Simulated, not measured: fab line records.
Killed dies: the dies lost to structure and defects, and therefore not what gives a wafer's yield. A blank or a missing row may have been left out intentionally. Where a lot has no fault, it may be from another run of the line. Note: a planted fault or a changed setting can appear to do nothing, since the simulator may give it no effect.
What tool caused it? | flow rit cmos | 13 lots, 39 wafers sampled, at 2 steps of a route of 202

== WHAT THE GAUGES SHOWED, per wafer ==
Not one reading of a measure or inspect step in the record can be checked against a usual standard deviation.

== WHAT TOOL EACH LOT RAN ON (gives the tool, then ch and the chambers of the sampled wafers, and finally the start) ==
lot  | RIT_PRETRO_EXPOSE_03               | RIT_M1_PROBE_99
L330 | iline stepper-01 ch 0, day 2 06:43 | -
L332 | iline stepper-02 ch 0, day 2 17:51 | -
L333 | iline stepper-02 ch 0, day 2 21:05 | -
L334 | iline stepper-02 ch 0, day 3 03:08 | -
L336 | iline stepper-01 ch 0, day 3 13:28 | -
L337 | iline stepper-01 ch 0, day 3 17:04 | prober-01, day 4 19:00
L338 | iline stepper-01 ch 0, day 3 23:34 | -
L339 | iline stepper-02 ch 0, day 4 05:23 | prober-01, day 5 07:46
L340 | iline stepper-01 ch 0, day 4 09:28 | -
L341 | iline stepper-02 ch 0, day 4 13:37 | prober-01, day 5 15:26
L346 | iline stepper-01 ch 0, day 5 14:37 | -
L349 | iline stepper-02 ch 0, day 6 04:48 | prober-01, day 7 09:26
L353 | iline stepper-01 ch 0, day 7 05:01 | prober-01, day 8 08:28
- RIT_PRETRO_EXPOSE_03: exposes mask M5, target cd 43700 nm.
- RIT_M1_PROBE_99

== AS READ BY THE TOOLS THEMSELVES (means over the sampled wafers that have a number; for cases with no such wafer, the mark the record gives instead) ==
RIT_PRETRO_EXPOSE_03. Usual: reticle temp C reads 23.00 C (standard deviation 0.1).
lot  | tool             | reticle temp C (C) | flag
L330 | iline stepper-01 | 22.89              |
L332 | iline stepper-02 | 23.16              |
L333 | iline stepper-02 | 23.11              |
L334 | iline stepper-02 | 22.96              |
L336 | iline stepper-01 | 23.11              |
L337 | iline stepper-01 | 23.05              |
L338 | iline stepper-01 | 22.98              |
L339 | iline stepper-02 | 23.06              |
L340 | iline stepper-01 | 22.99              |
L341 | iline stepper-02 | 22.91              |
L346 | iline stepper-01 | 22.90              |
L349 | iline stepper-02 | 23.01              |
L353 | iline stepper-01 | 22.96              |

RIT_M1_PROBE_99. Usual: killed_at_M0_to_M3 0.0, standard deviation 0.083; killed at contacts 0.0, standard deviation 0.2; killed at front end 7, standard deviation 3.1; killed dies 7, standard deviation 3.1; killed open 3.5, standard deviation 1.9; killed short 3.6, standard deviation 2.1.
lot  | tool      | killed_at_M0_to_M3 | killed at contacts | killed at front end | killed dies | killed open | killed short | flag
L337 | prober-01 | 0.0                | 0.0                | 12                  | 12          | 5.7         | 6.7          |
L339 | prober-01 | 0.0                | 0.3                | 5                   | 6           | 3.7         | 2.0          |
L341 | prober-01 | 0.0                | 0.0                | 10                  | 10          | 5.7         | 4.3          |
L349 | prober-01 | 0.0                | 0.0                | 6                   | 6           | 3.3         | 2.3          |
L353 | prober-01 | 0.0                | 0.0                | 8                   | 8           | 4.7         | 3.0          |

== THE ANSWER, worked out from the rows above alone ==
Rule: take the mean of a lot's wafers that have a number; if it is more than 3 standard deviations from the usual mean, the lot is off. A lot without any number at a reading at which 4 lots or more have one is off too. The other lots that the step has rows for count as sound. After the gauges, taken in route order, come the tools' own readings; for these a lot's mean is taken, as printed above. The first step at which some lot is off is used, and at that step the reading that is off furthest; a lot without a number counts as furthest.
Nothing can be told from this: no lot is off at any reading shown.

== WHAT THE SIMULATOR HAD PUT IN ==
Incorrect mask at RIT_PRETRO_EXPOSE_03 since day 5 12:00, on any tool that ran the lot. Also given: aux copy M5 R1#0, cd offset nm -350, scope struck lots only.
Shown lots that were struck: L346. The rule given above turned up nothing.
